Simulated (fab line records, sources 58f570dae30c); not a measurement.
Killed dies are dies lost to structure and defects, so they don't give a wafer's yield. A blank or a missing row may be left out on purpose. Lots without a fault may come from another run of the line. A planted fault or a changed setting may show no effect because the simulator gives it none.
Which tool did it? | flow berkeley_cmos170 | 14 lots, 42 wafers sampled, at 2 steps of a route of 331

WHAT THE GAUGES READ, wafer by wafer
The record holds no reading of a measuring or inspecting step that can be judged against a usual standard deviation.

WHICH TOOL RAN EACH LOT (tool, then ch and the chambers of the sampled wafers, then the start)
lot  | UCB170_NLDD_COAT_01               | UCB170_NLDD_STRIP_10
L319 | litho_track-04 ch 0, day 7 11:52  | plasma_asher-02 ch 0,1, day 7 13:08
L320 | litho_track-02 ch 0, day 7 12:01  | plasma_asher-04 ch 0,1, day 7 13:23
L321 | litho_track-04 ch 0, day 8 00:22  | plasma_asher-03 ch 0,1, day 8 01:39
L323 | litho_track-01 ch 0, day 8 13:54  | plasma_asher-04 ch 0,1, day 8 15:52
L324 | litho_track-04 ch 0, day 8 16:17  | plasma_asher-02 ch 0,1, day 8 17:31
L327 | litho_track-04 ch 0, day 9 01:37  | plasma_asher-03 ch 0,1, day 9 02:46
L326 | litho_track-01 ch 0, day 9 01:45  | plasma_asher-04 ch 0,1, day 9 03:04
L329 | litho_track-02 ch 0, day 9 12:44  | plasma_asher-04 ch 0,1, day 9 14:50
L330 | litho_track-01 ch 0, day 9 12:44  | plasma_asher-04 ch 0,1, day 9 15:01
L331 | litho_track-01 ch 0, day 10 02:22 | plasma_asher-04 ch 0,1, day 10 04:12
L332 | litho_track-04 ch 0, day 10 07:49 | plasma_asher-02 ch 0,1, day 10 10:19
L334 | litho_track-01 ch 0, day 10 08:31 | plasma_asher-02 ch 0,1, day 10 10:37
L337 | litho_track-04 ch 0, day 11 08:09 | plasma_asher-03 ch 0,1, day 11 09:36
L341 | litho_track-04 ch 0, day 11 22:07 | plasma_asher-02 ch 0,1, day 11 23:23
- UCB170_NLDD_COAT_01: resist thk 900 nm.
- UCB170_NLDD_STRIP_10: strips in O2.

WHAT THE TOOLS THEMSELVES READ (means of the sampled wafers that have a number; where no wafer has one, the mark that the record gives instead)
UCB170_NLDD_COAT_01.
lot  | tool           | spin_speed_rpm (rpm)
L319 | litho_track-04 | 1501.0
L320 | litho_track-02 | 1498.5
L321 | litho_track-04 | 1500.5
L323 | litho_track-01 | 1500.7
L324 | litho_track-04 | 1500.8
L327 | litho_track-04 | 1501.2
L326 | litho_track-01 | 1499.3
L329 | litho_track-02 | 1499.8
L330 | litho_track-01 | 1500.0
L331 | litho_track-01 | 1499.4
L332 | litho_track-04 | 1499.8
L334 | litho_track-01 | 1500.4
L337 | litho_track-04 | 1499.9
L341 | litho_track-04 | 1500.3

UCB170_NLDD_STRIP_10.
lot  | tool            | drypump_motor_current_A (A) | oes_product_au (a.u.) | strip_time_to_endpoint_s (s)
L319 | plasma_asher-02 | 5.8                         | 0.739                 | 21.57
L320 | plasma_asher-04 | 5.8                         | 0.733                 | 21.68
L321 | plasma_asher-03 | 5.3                         | 0.734                 | 21.57
L323 | plasma_asher-04 | 5.8                         | 0.731                 | 21.63
L324 | plasma_asher-02 | 5.8                         | 0.738                 | 21.58
L327 | plasma_asher-03 | 5.5                         | 0.736                 | 21.59
L326 | plasma_asher-04 | 5.7                         | 0.729                 | 21.65
L329 | plasma_asher-04 | 5.8                         | 0.738                 | 21.53
L330 | plasma_asher-04 | 5.7                         | 0.733                 | 21.61
L331 | plasma_asher-04 | 5.8                         | 0.728                 | 21.56
L332 | plasma_asher-02 | 6.1                         | 0.730                 | 21.61
L334 | plasma_asher-02 | 5.8                         | 0.734                 | 21.63
L337 | plasma_asher-03 | 5.3                         | 0.732                 | 20.63
L341 | plasma_asher-02 | 5.8                         | 0.737                 | 20.59

THE ANSWER, worked out from the rows above alone
Rule: what is usual is taken from the lots themselves. Put in order of their means at a reading, lots are off if they are a third of the lots or fewer, leave a main group of 4 or more, and stand apart from it by a gap of 3 or more times the standard deviation of the main group's means; of several such gaps the widest counts. A main group whose means are all the same, to the digits that the tables above print for the reading, isn't used. A lot without any number at a reading at which 4 lots or more have one is off too. The other lots that the step has rows for count as sound. The gauges are gone through in route order, then the tools' own readings, and for those a lot's mean is taken as printed above. The first step at which some lot is off is used, and at that step the reading that is off furthest; a lot without a number counts as furthest.
Off: L337, L341, at UCB170_NLDD_STRIP_10 (strip_time_to_endpoint_s). The main group: mean 21.60 s, standard deviation 0.041.
A tool fits if, at that step or a process step before it, it ran every lot that is off, and no sound lot after the first of them. One fits: litho_track-04 at UCB170_NLDD_COAT_01. Its last sound lot is L332 (day 10 07:49), its first lot that is off L337 (day 11 08:09): a fault that began between those two fits.

WHAT THE SIMULATOR HAD PUT IN
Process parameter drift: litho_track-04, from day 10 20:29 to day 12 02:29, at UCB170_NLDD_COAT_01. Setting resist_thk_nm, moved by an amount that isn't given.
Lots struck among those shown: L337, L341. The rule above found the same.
